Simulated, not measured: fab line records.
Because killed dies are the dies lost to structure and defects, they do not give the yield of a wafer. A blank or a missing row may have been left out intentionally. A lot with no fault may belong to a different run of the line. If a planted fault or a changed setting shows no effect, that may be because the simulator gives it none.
fab line records	flow rit-cmos
record: lots: 7	wafers: 21	last-day: 8
route steps=202 shown GATE@84 M1@202
lots with no fault: from the same line, run without faults
start-h: the number of hours between the record's first day and the start of the first shown wafer of the lot	wait-h: hours from the lot's prior step to this one	" repeats the value in the row above	L1.1+2: several wafers, shown together as one row	- either no value or no given start	* or withheld: withheld	< > ~ a bound
route shown NAME@n: names a module that has steps shown in the file, with the first one's number in the route	usual: average and standard deviation across the fault-free wafers	same: alike in all rows	chamber/n: place in a boat	sites: readings site by site	_std_site: how widely they spread, as a standard deviation	_edge_site: outer sites' mean less inner sites'	radius-mm: how far each site lies from the wafer's centre	mask NAME#n: copy n	behind: the tool/chamber that last shaped the wafer	hold: the reason the lot was held/the length of the hold in hours/how it ended	device: which transistor (n, p or np) failed to switch	end of line: the tests these same wafers got at the end of their route	where a step has no rows: the recipe by itself	killed: not the wafer's yield, but the dies lost to structure and defects at the first sort	map: a wafer's dies, x killed, . not, _ none there
set.NAME: setting as actually run; set.NAME@STEP: the setting as run at that earlier step	model.NAME: the simulator's own value behind a step, which no gauge read
lots at some steps of the route; a table a step, a row a wafer
services: a tool's chamber out of use, with start hour (start-h, from the record's first day; less than 0 if before it), hours out, and reason
== steps ==
step: RIT_GATE_CVD_08
recipe: material: poly-Si	target-thk-nm: 250	temp-c: 610	precursor: SiH4	time-s: 2220	pressure-mtorr: 300	sih4-flow-sccm: 100
step: RIT_GATE_THK_MEAS_09
recipe: reads: poly-Si_of_GATE_CVD_08
usual: GATE_POLY_THK: 250.8/2.6
lot.wafer	tool	chamber	start-h	wait-h	GATE_POLY_THK[nm]
L714.2	film-metro-02	-	52.25	0.0	254.9
L714.3	"	-	"	"	255.4
L714.5	"	-	"	"	255.0
L720.1	film-metro-01	-	87.25	0.0	253.4
L720.2	"	-	"	"	253.1
L720.5	"	-	"	"	253.3
L722.2	film-metro-02	-	93.79	0.0	247.6
L722.4	"	-	"	"	249.9
L722.6	"	-	"	"	249.2
L723.1	film-metro-01	-	101.66	0.0	253.0
L723.2	"	-	"	"	251.6
L723.4	"	-	"	"	251.8
L724.2	film-metro-02	-	105.16	0.0	254.5
L724.4	"	-	"	"	250.2
L724.5	"	-	"	"	253.6
L732.2	film-metro-03	-	143.43	0.0	249.5
L732.3	"	-	"	"	250.4
L732.4	"	-	"	"	252.1
L733.2	film-metro-02	-	157.80	0.0	251.1
L733.4	"	-	"	"	249.7
L733.5	"	-	"	"	250.8
step: RIT_GATE_HMDS_10
recipe: prime-time-s: 60	prime-temp-c: 140
step: RIT_GATE_COAT_11
recipe: resist: NOVOLAK	spin-rpm: 4250	resist-thk-nm: 850
step: RIT_GATE_SOFTBAKE_12
recipe: resist: NOVOLAK	temp-c: 90	time-s: 60
step: RIT_GATE_EXPOSE_13
recipe: mask-id: M6	na: 0.6	source-shape: conventional	sigma-outer: 0.6	target-cd-nm: 150	dose-mj: 380
step: RIT_GATE_PEB_14
recipe: resist: NOVOLAK	temp-c: withheld	time-s: withheld
step: RIT_GATE_DEVELOP_15
recipe: resist: NOVOLAK	develop-time-s: 50	dev-temp-c: 23
step: RIT_GATE_CD_MEAS_16
recipe: target-cd-nm: 150
usual: cd-nm: 150.1/2.9
lot.wafer	tool	chamber	start-h	wait-h	cd-nm
L714.2	cd-sem-02	-	53.30	-	151.7
L714.3	"	-	"	"	150.1
L714.5	"	-	"	"	150.3
L720.1	cd-sem-02	-	88.16	-	154.0
L720.2	"	-	"	"	151.5
L720.5	"	-	"	"	150.1
L722.2	cd-sem-02	-	94.71	-	148.2
L722.4	"	-	"	"	148.1
L722.6	"	-	"	"	148.7
L723.1	cd-sem-02	-	102.75	-	147.5
L723.2	"	-	"	"	145.7
L723.4	"	-	"	"	145.6
L724.2	cd-sem-01	-	106.20	-	151.8
L724.4	"	-	"	"	155.1
L724.5	"	-	"	"	152.2
L732.2	cd-sem-01	-	144.47	-	148.0
L732.3	"	-	"	"	149.7
L732.4	"	-	"	"	150.8
L733.2	cd-sem-01	-	158.72	-	147.7
L733.4	"	-	"	"	146.7
L733.5	"	-	"	"	146.0
step: RIT_GATE_OVL_MEAS_17
usual: GATE_OVL: 0.5/1.3
lot.wafer	tool	chamber	start-h	wait-h	GATE_OVL[nm]
L714.2	overlay-02	-	53.40	0.1	1.8
L714.3	"	-	"	"	-0.3
L714.5	"	-	"	"	-1.3
L720.1	overlay-02	-	88.28	0.1	1.0
L720.2	"	-	"	"	2.6
L720.5	"	-	"	"	1.1
L722.2	overlay-01	-	94.81	0.1	1.6
L722.4	"	-	"	"	2.4
L722.6	"	-	"	"	-0.4
L723.1	overlay-01	-	102.87	0.1	-1.9
L723.2	"	-	"	"	-1.6
L723.4	"	-	"	"	-0.6
L724.2	overlay-01	-	106.31	0.1	-1.7
L724.4	"	-	"	"	0.7
L724.5	"	-	"	"	-1.9
L732.2	overlay-01	-	144.58	0.1	3.0
L732.3	"	-	"	"	1.9
L732.4	"	-	"	"	0.8
L733.2	overlay-02	-	158.82	0.1	0.2
L733.4	"	-	"	"	0.8
L733.5	"	-	"	"	1.2
step: RIT_GATE_HARDBAKE_18
recipe: resist: NOVOLAK	temp-c: 140	time-s: 60
step: RIT_GATE_ETCH_19
recipe: chemistry: SF6/CHF3/O2	time-s: 165	SF6_flow_sccm: 30	CHF3_flow_sccm: 30	O2_flow_sccm: 5	target: poly-Si	pressure-mtorr: 40	rf-w: 160	target-depth-a: 3125	over-etch-frac: 0.25	stop-on: SiO2
usual: SF6_flow_sccm: 30.01/0.083	drypump-motor-current-A: 5.43/0.21	oes-product-au: 0.851/0.014	rf-fwd-power-W: 159.4/0.5	throttle-valve-pct: 10.33/0.17
lot.wafer	tool	chamber	start-h	wait-h	SF6_flow_sccm	drypump-motor-current-A	oes-product-au	rf-fwd-power-W	rf-hours-counter-h	throttle-valve-pct
L714.2	rie-si-01	2	53.58	0.1	30.13	5.16	0.861	159.4	95	9.97
L714.3	"	3	"	"	29.96	5.55	0.847	159.2	1	10.45
L714.5	"	0	"	"	29.88	5.21	0.863	160.1	-	10.33
L720.1	rie-si-01	1	88.47	0.1	29.98	5.58	0.874	159.3	0	10.52
L720.2	"	0	"	"	30.00	5.19	0.854	158.6	80	10.34
L720.5	"	3	"	"	30.10	5.53	0.844	159.4	-	10.43
L722.2	rie-si-01	1	94.99	0.1	30.05	5.60	0.854	159.7	0	10.53
L722.4	"	0	"	"	30.02	5.19	0.849	159.6	80	10.33
L722.6	"	3	"	"	29.94	5.57	0.826	159.6	-	10.43
L723.1	rie-si-02	1	103.05	0.1	30.06	5.69	0.860	158.4	0	10.34
L723.2	"	3	"	"	30.11	5.17	0.864	159.5	86	10.52
L723.4	"	0	"	"	30.04	5.66	0.854	159.8	1	10.36
L724.2	rie-si-01	0	106.49	0.1	29.99	5.21	0.861	158.9	80	10.35
L724.4	"	1	"	"	30.04	5.59	0.861	159.1	0	10.53
L724.5	"	1	"	"	30.02	5.58	0.863	158.1	-	10.52
L732.2	rie-si-01	3	144.76	0.1	30.03	5.58	0.833	159.1	2	10.44
L732.3	"	1	"	"	30.09	5.58	0.859	159.3	0	10.54
L732.4	"	2	"	"	30.13	5.14	0.864	159.0	96	9.98
L733.2	rie-si-02	0	159.00	0.1	29.93	5.65	0.842	159.6	2	10.37
L733.4	"	3	"	"	30.15	5.15	0.866	158.4	86	10.51
L733.5	"	3	"	"	29.98	5.17	0.858	158.7	-	10.51
step: RIT_GATE_STRIP_20
recipe: chemistry: O2	time-s: 180	resist: NOVOLAK	platen-temp-c: withheld	power-w: 500	pressure-mtorr: 4000	o2-flow-sccm: 4000
usual: chamber-pressure-mTorr: 4000/3.3	drypump-motor-current-A: 5.6/0.53	o2-flow-sccm: 4001/12
lot.wafer	tool	chamber	start-h	wait-h	chamber-pressure-mTorr	drypump-motor-current-A	o2-flow-sccm	rf-hours-counter-h	model.NOVOLAK_of_GATE_COAT_11.thk-nm
L714.2	plasma-asher-04	1	53.69	0.1	3999	5.1	4006	43	0
L714.3	"	1	"	"	4001	5.1	3997	-	0
L714.5	"	0	"	"	3997	5.7	4000	-	0
L720.1	plasma-asher-02	1	88.58	0.1	4000	5.1	3994	46	0
L720.2	"	0	"	"	4001	6.5	4007	46	0
L720.5	"	1	"	"	3996	5.2	3994	-	0
L722.2	plasma-asher-03	1	95.10	0.1	-	-	-	-	671.6
L722.4	"	0	"	"	-	-	-	-	671.3
L722.6	"	1	"	"	-	-	-	-	671.2
L723.1	plasma-asher-03	0	103.16	0.1	-	-	-	-	671.8
L723.2	"	1	"	"	-	-	-	-	671.9
L723.4	"	0	"	"	-	-	-	-	667.8
L724.2	plasma-asher-02	1	106.60	0.1	-	-	-	-	673.4
L724.4	"	0	"	"	-	-	-	-	675.8
L724.5	"	1	"	"	-	-	-	-	674.5
L732.2	plasma-asher-02	1	144.87	0.1	3998	5.2	3998	53	0
L732.3	"	1	"	"	3996	5.1	4018	-	0
L732.4	"	0	"	"	3999	6.6	3984	-	0
L733.2	plasma-asher-03	1	159.11	0.1	4001	5.2	4011	52	0
L733.4	"	1	"	"	4000	5.2	4000	-	0
L733.5	"	1	"	"	4000	5.2	3985	-	0
step: RIT_GATE_CD_MEAS_90
recipe: target-cd-nm: 150
usual: cd-nm: 150.1/2.9
lot.wafer	tool	chamber	start-h	wait-h	cd-nm
L714.2	cd-sem-01	-	53.88	0.1	151.0
L714.3	"	-	"	"	150.3
L714.5	"	-	"	"	149.5
L720.1	cd-sem-02	-	88.75	0.1	153.9
L720.2	"	-	"	"	151.9
L720.5	"	-	"	"	150.1
L722.2	cd-sem-01	-	95.29	0.1	148.2
L722.4	"	-	"	"	147.7
L722.6	"	-	"	"	148.9
L723.1	cd-sem-02	-	103.34	0.1	147.8
L723.2	"	-	"	"	145.9
L723.4	"	-	"	"	145.5
L724.2	cd-sem-01	-	106.79	0.1	152.2
L724.4	"	-	"	"	155.2
L724.5	"	-	"	"	152.1
L732.2	cd-sem-02	-	145.06	0.1	148.1
L732.3	"	-	"	"	149.8
L732.4	"	-	"	"	150.9
L733.2	cd-sem-02	-	159.30	0.1	147.6
L733.4	"	-	"	"	146.7
L733.5	"	-	"	"	145.8
step: RIT_M1_PROBE_99
usual: killed-at-contacts: 0.1/0.23	killed-at-front-end: 7/3	killed-dies: 7/3	killed-on-rim: 1.8/1.5	killed-open: 3.3/1.8	killed-short: 3.3/2.2
same: gross-dies: 264	killed_at_M0_to_M3: 0	killed_at_M4_up: 0	killed-at-back-side: 0	killed-at-other: 0
lot.wafer	tool	chamber	start-h	wait-h	killed-at-contacts	killed-at-front-end	killed-dies	killed-on-rim	killed-open	killed-short
L720.1	prober-01	-	109.18	0.1	0	5	5	2	3	2
L720.2	prober-01	-	109.23	0.1	0	6	6	2	1	5
L720.5	prober-01	-	109.38	0.2	0	8	8	3	4	4
L722.2	prober-01	-	116.15	0.1	0	264	264	70	3	7
L722.4	prober-01	-	116.25	0.2	0	264	264	70	5	3
L722.6	prober-01	-	116.35	0.2	1	263	264	70	1	1
L723.1	prober-02	-	122.92	0.1	0	264	264	70	9	1
L723.2	prober-02	-	122.97	0.1	0	264	264	70	4	1
L723.4	prober-02	-	123.07	0.2	0	264	264	70	2	9
L724.2	prober-01	-	129.98	0.1	0	264	264	70	2	2
L724.4	prober-01	-	130.08	0.2	0	264	264	70	2	1
L724.5	prober-01	-	130.13	0.2	0	264	264	70	3	2
L732.2	prober-02	-	167.57	0.1	0	5	5	1	2	3
L732.3	prober-02	-	167.62	0.2	0	5	5	1	4	1
L732.4	prober-02	-	167.67	0.2	0	8	8	4	3	5
killed by level:class
L720.1 GATE:geometric-particle:open=3 REOX:geometric-particle:short=1 SILICIDE:geometric-particle:short=1
L720.2 GATE:geometric-particle:short=2 FOX2:geometric-particle:short=1 REOX:geometric-particle:short=1 SPACER:geometric-particle:open=1 SPACER:geometric-particle:short=1
L720.5 GATE:geometric-particle:open=3 FOX1:geometric-particle:short=2 GATE:geometric-particle:short=1 REOX:geometric-particle:open=1 SILICIDE:geometric-particle:short=1
L722.2 REOX:area-oxidation=254 REOX:geometric-particle:short=3 GATE:geometric-particle:short=2 GATE:geometric-particle:open=1 SPACER:geometric-particle:short=1 SPACER:geometric-particle:open=1 SILICIDE:geometric-particle:short=1 SILICIDE:geometric-particle:open=1
L722.4 REOX:area-oxidation=256 GATE:geometric-particle:open=4 FOX1:geometric-particle:short=2 SPACER:geometric-particle:short=1 SILICIDE:geometric-particle:open=1
L722.6 REOX:area-oxidation=262 GATE:geometric-particle:short=1 CONTACT:geometric-particle:open=1
L723.1 REOX:area-oxidation=254 GATE:geometric-particle:open=5 FOX1:geometric-particle:open=2 FOX2:geometric-particle:open=1 REOX:geometric-particle:open=1 REOX:geometric-particle:short=1
L723.2 REOX:area-oxidation=259 SPACER:geometric-particle:open=2 FOX2:geometric-particle:open=1 GATE:geometric-particle:short=1 REOX:geometric-particle:open=1
L723.4 REOX:area-oxidation=253 FOX1:geometric-particle:short=4 FOX2:geometric-particle:short=2 FOX1:geometric-particle:open=1 GATE:geometric-particle:short=1 GATE:geometric-particle:open=1 SPACER:geometric-particle:short=1 SILICIDE:geometric-particle:short=1
L724.2 REOX:area-oxidation=260 GATE:geometric-particle:short=1 GATE:geometric-particle:open=1 REOX:geometric-particle:open=1 SPACER:geometric-particle:short=1
L724.4 REOX:area-oxidation=261 GATE:geometric-particle:open=1 SPACER:geometric-particle:open=1 SPACER:geometric-particle:short=1
L724.5 REOX:area-oxidation=259 REOX:geometric-particle:open=2 FOX1:geometric-particle:short=1 GATE:geometric-particle:open=1 SILICIDE:geometric-particle:short=1
L732.2 GATE:geometric-particle:short=2 GATE:geometric-particle:open=2 FOX1:geometric-particle:short=1
L732.3 SILICIDE:geometric-particle:open=3 SPACER:geometric-particle:open=1 SILICIDE:geometric-particle:short=1
L732.4 SILICIDE:geometric-particle:short=4 GATE:geometric-particle:open=2 REOX:geometric-particle:short=1 SPACER:geometric-particle:open=1
map L722.2 (x killed, . not)
________xxxxxxx_______
_____xxxxxxxxxxxxx____
____xxxxxxxxxxxxxxx___
___xxxxxxxxxxxxxxxxx__
__xxxxxxxxxxxxxxxxxxx_
__xxxxxxxxxxxxxxxxxxx_
_xxxxxxxxxxxxxxxxxxxxx
_xxxxxxxxxxxxxxxxxxxxx
_xxxxxxxxxxxxxxxxxxxxx
_xxxxxxxxxxxxxxxxxxxxx
__xxxxxxxxxxxxxxxxxxx_
__xxxxxxxxxxxxxxxxxxx_
___xxxxxxxxxxxxxxxxx__
____xxxxxxxxxxxxxxx___
_____xxxxxxxxxxxxx____
________xxxxxxx_______
map L723.1 (x killed, . not)
________xxxxxxx_______
_____xxxxxxxxxxxxx____
____xxxxxxxxxxxxxxx___
___xxxxxxxxxxxxxxxxx__
__xxxxxxxxxxxxxxxxxxx_
__xxxxxxxxxxxxxxxxxxx_
_xxxxxxxxxxxxxxxxxxxxx
_xxxxxxxxxxxxxxxxxxxxx
_xxxxxxxxxxxxxxxxxxxxx
_xxxxxxxxxxxxxxxxxxxxx
__xxxxxxxxxxxxxxxxxxx_
__xxxxxxxxxxxxxxxxxxx_
___xxxxxxxxxxxxxxxxx__
____xxxxxxxxxxxxxxx___
_____xxxxxxxxxxxxx____
________xxxxxxx_______
== services ==
tool	chamber	start-h	hours	kind
rie-si-01	1	57.88	-	clean
rie-si-01	1	57.88	21.3	scheduled-down
rie-si-01	1	57.88	21.3	vent-cycle
rie-si-02	1	74.53	-	clean
rie-si-02	1	74.53	19.0	scheduled-down
rie-si-02	1	74.53	19.0	vent-cycle
rie-si-02	3	86.12	2.4	repair
plasma-asher-04	-	108.75	9.0	pm
plasma-asher-04	0	108.75	9.0	vent-cycle
plasma-asher-04	1	108.75	9.0	vent-cycle
rie-si-01	1	112.03	5.1	repair
plasma-asher-04	0	117.75	-	clean
plasma-asher-04	1	117.75	-	clean
rie-si-01	2	122.64	1.0	repair
rie-si-02	0	151.07	1.2	repair
rie-si-01	1	158.10	3.4	repair
== key ==
first-sign: step: RIT_GATE_STRIP_20	reading: tool-record	direction: missing
effect: step: RIT_M1_PROBE_99	reading: killed-dies	direction: up	sigmas: 86	usual: 7	struck: 264
model-effect: step: RIT_GATE_STRIP_20	value: NOVOLAK_of_GATE_COAT_11.thk-nm	without: 0	struck: 672.1
more-kills-born-at: RIT_REOX_OXIDATION_03@furnace-03: 1546	RIT_REOX_OXIDATION_03@furnace-04: 772
met-at RIT_GATE_STRIP_20
struck-wafers L722.2,L722.4,L722.6,L723.1,L723.2,L723.4,L724.2,L724.4,L724.5
later-rows-left-out L722.2,L722.4,L722.6,L723.1,L723.2,L723.4,L724.2,L724.4,L724.5
tester-left-out L722,L723,L724
onset-between 88.58 95.10
fault: kind: skipped-step-whole	tool: plasma-asher-02,plasma-asher-03	chamber: -	onset-h: 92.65	steps: RIT_GATE_STRIP_20	scope: struck-lots-only
tester-left-out: of these lots the tester's yield and bins aren't shown, on N5 and GAA mostly nor the transistor test; their killed dies are dies lost to structure and defects alone, not to doping, threshold or leakage, so they don't give the yield
later-rows-left-out: the simulator's readings of these wafers behind a module that went badly wrong aren't trusted and aren't shown, but for the sort
